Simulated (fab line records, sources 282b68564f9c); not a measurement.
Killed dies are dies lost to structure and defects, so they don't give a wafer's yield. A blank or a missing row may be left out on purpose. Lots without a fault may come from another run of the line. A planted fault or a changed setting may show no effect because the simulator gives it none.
Which tool did it? | flow rit_cmos | 15 lots, 45 wafers sampled, at 4 steps of a route of 202

WHAT THE GAUGES READ, wafer by wafer
RIT_WELLDRIVE_RS_MEAS_01: measures by four-point-probe.
lot  | measured    | on            | NWELL_RS (ohm/sq)
L420 | day 2 05:07 | film_metro-03 | 274.7 275.5 275.7
L421 | day 2 09:32 | film_metro-03 | 275.5 275.5 275.3
L422 | day 2 13:53 | film_metro-03 | 274.6 275.2 274.7
L423 | day 2 19:23 | film_metro-01 | 275.1 276.3 275.3
L424 | day 3 00:31 | film_metro-03 | 276.6 277.3 277.1
L425 | day 3 05:33 | film_metro-03 | 275.4 274.9 275.2
L426 | day 3 10:40 | film_metro-03 | 275.3 275.1 275.5
L427 | day 3 14:43 | film_metro-01 | 273.8 274.1 274.0
L428 | day 3 21:32 | film_metro-02 | 276.1 276.1 275.3
L429 | day 4 02:34 | film_metro-01 | 275.9 276.0 275.6
L432 | day 4 15:41 | film_metro-02 | 276.0 275.3 275.1
L440 | day 6 08:18 | film_metro-03 | 275.7 277.4 275.7
L441 | day 6 18:22 | film_metro-03 | 275.5 276.3 275.0
L442 | day 6 19:41 | film_metro-02 | 274.8 275.4 275.9
L443 | day 7 01:52 | film_metro-02 | 274.5 274.4 274.8

RIT_CONTACT_CD_MEAS_90: target cd 1000 nm.
lot  | measured    | on        | cd_nm (nm)
L420 | day 3 04:42 | cd_sem-01 | 995.4 997.7 998.5
L421 | day 3 08:55 | cd_sem-01 | 1003.3 1003.9 1001.6
L422 | day 3 14:40 | cd_sem-02 | 1000.6 1002.4 1001.2
L423 | day 3 20:10 | cd_sem-02 | 1000.4 998.7 998.6
L424 | day 4 04:45 | cd_sem-02 | 998.8 996.5 996.1
L425 | day 4 06:02 | cd_sem-01 | 999.5 1002.0 1003.4
L426 | day 4 12:26 | cd_sem-02 | 1000.4 998.7 998.3
L427 | day 4 18:41 | cd_sem-02 | 998.5 998.1 999.1
L428 | day 4 21:55 | cd_sem-01 | 1002.2 1005.0 1004.5
L429 | day 5 02:04 | cd_sem-01 | 1001.8 1000.0 1003.5
L432 | day 5 15:17 | cd_sem-02 | 1000.5 998.9 998.4
L440 | day 7 10:23 | cd_sem-02 | 995.6 996.2 996.0
L441 | day 7 19:38 | cd_sem-01 | 1000.1 999.6 1000.7
L442 | day 7 21:27 | cd_sem-01 | 1000.7 1000.9 1000.3
L443 | day 8 03:18 | cd_sem-01 | 1001.8 1004.0 1001.4

RIT_M1_RS_MEAS_01: measures by four-point-probe.
lot  | measured    | on            | M1_AL_RS (ohm/sq)
L420 | day 3 05:28 | film_metro-02 | 0.0735 0.0726 0.0727
L421 | day 3 09:40 | film_metro-01 | 0.0734 0.0733 0.0725
L422 | day 3 15:29 | film_metro-04 | 0.0742 0.0749 0.0743
L423 | day 3 20:56 | film_metro-04 | 0.0731 0.0730 0.0724
L424 | day 4 05:32 | film_metro-04 | 0.0727 0.0725 0.0727
L425 | day 4 06:48 | film_metro-02 | 0.0744 0.0732 0.0730
L426 | day 4 13:13 | film_metro-01 | 0.0721 0.0721 0.0725
L427 | day 4 19:27 | film_metro-01 | 0.0720 0.0724 0.0729
L428 | day 4 22:41 | film_metro-01 | 0.0724 0.0734 0.0730
L429 | day 5 02:51 | film_metro-02 | 0.0722 0.0725 0.0719
L432 | day 5 16:04 | film_metro-01 | 0.0726 0.0738 0.0736
L440 | day 7 11:10 | film_metro-02 | 0.0731 0.0735 0.0731
L441 | day 7 20:25 | film_metro-01 | 0.0737 0.0736 0.0735
L442 | day 7 22:25 | film_metro-02 | 0.0741 0.0740 0.0741
L443 | day 8 04:04 | film_metro-02 | 0.0736 0.0735 0.0739

WHICH TOOL RAN EACH LOT (tool, then ch and the chambers of the sampled wafers, then the start)
lot  | RIT_NWELL_DEVELOP_05
L420 | litho_track-03 ch 0, day 1 21:00
L421 | litho_track-04 ch 0, day 2 01:00
L422 | litho_track-01 ch 0, day 2 06:00
L423 | litho_track-01 ch 0, day 2 11:00
L424 | litho_track-04 ch 0, day 2 16:00
L425 | litho_track-01 ch 0, day 2 21:00
L426 | litho_track-03 ch 0, day 3 02:00
L427 | litho_track-01 ch 0, day 3 07:00
L428 | litho_track-01 ch 0, day 3 13:00
L429 | litho_track-01 ch 0, day 3 18:00
L432 | litho_track-01 ch 0, day 4 08:00
L440 | litho_track-03 ch 0, day 6 00:00
L441 | litho_track-04 ch 0, day 6 10:00
L442 | litho_track-04 ch 0, day 6 12:00
L443 | litho_track-03 ch 0, day 6 18:00
- RIT_NWELL_DEVELOP_05: develop time 64.78 s.

WHAT THE TOOLS THEMSELVES READ (means of the sampled wafers that have a number; where no wafer has one, the mark that the record gives instead)
RIT_NWELL_DEVELOP_05.
lot  | tool           | developer_temp_C (C)
L420 | litho_track-03 | 22.94
L421 | litho_track-04 | 23.11
L422 | litho_track-01 | 23.08
L423 | litho_track-01 | 23.25
L424 | litho_track-04 | 22.80
L425 | litho_track-01 | 23.08
L426 | litho_track-03 | 22.87
L427 | litho_track-01 | 23.04
L428 | litho_track-01 | 25.19
L429 | litho_track-01 | 25.31
L432 | litho_track-01 | 25.16
L440 | litho_track-03 | 23.02
L441 | litho_track-04 | 22.94
L442 | litho_track-04 | 22.93
L443 | litho_track-03 | 23.08

THE ANSWER, worked out from the rows above alone
Rule: what is usual is taken from the lots themselves. Put in order of their means at a reading, lots are off if they are a third of the lots or fewer, leave a main group of 4 or more, and stand apart from it by a gap of 3 or more times the standard deviation of the main group's means; of several such gaps the widest counts. A main group whose means are all the same, to the digits that the tables above print for the reading, isn't used. A lot without any number at a reading at which 4 lots or more have one is off too. The other lots that the step has rows for count as sound. The gauges are gone through in route order, then the tools' own readings, and for those a lot's mean is taken as printed above. The first step at which some lot is off is used, and at that step the reading that is off furthest; a lot without a number counts as furthest.
Off: L428, L429, L432, at RIT_NWELL_DEVELOP_05 (developer_temp_C). The main group: mean 23.01 C, standard deviation 0.12.
A tool fits if, at that step or a process step before it, it ran every lot that is off, and no sound lot after the first of them. One fits: litho_track-01 at RIT_NWELL_DEVELOP_05. Its last sound lot is L427 (day 3 07:00), its first lot that is off L428 (day 3 13:00): a fault that began between those two fits.
The tool's own readings at RIT_NWELL_DEVELOP_05 bear it out: on the lots that are off they differ by more than 5 times the standard deviation of the sound lots' means. developer_temp_C reads 25.22 C there against 23.01 C on the sound lots.

WHAT THE SIMULATOR HAD PUT IN
Process parameter drift: litho_track-01, from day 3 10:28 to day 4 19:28, at RIT_NWELL_DEVELOP_05. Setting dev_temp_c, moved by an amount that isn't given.
Lots struck among those shown: L428, L429, L432. The rule above found the same.
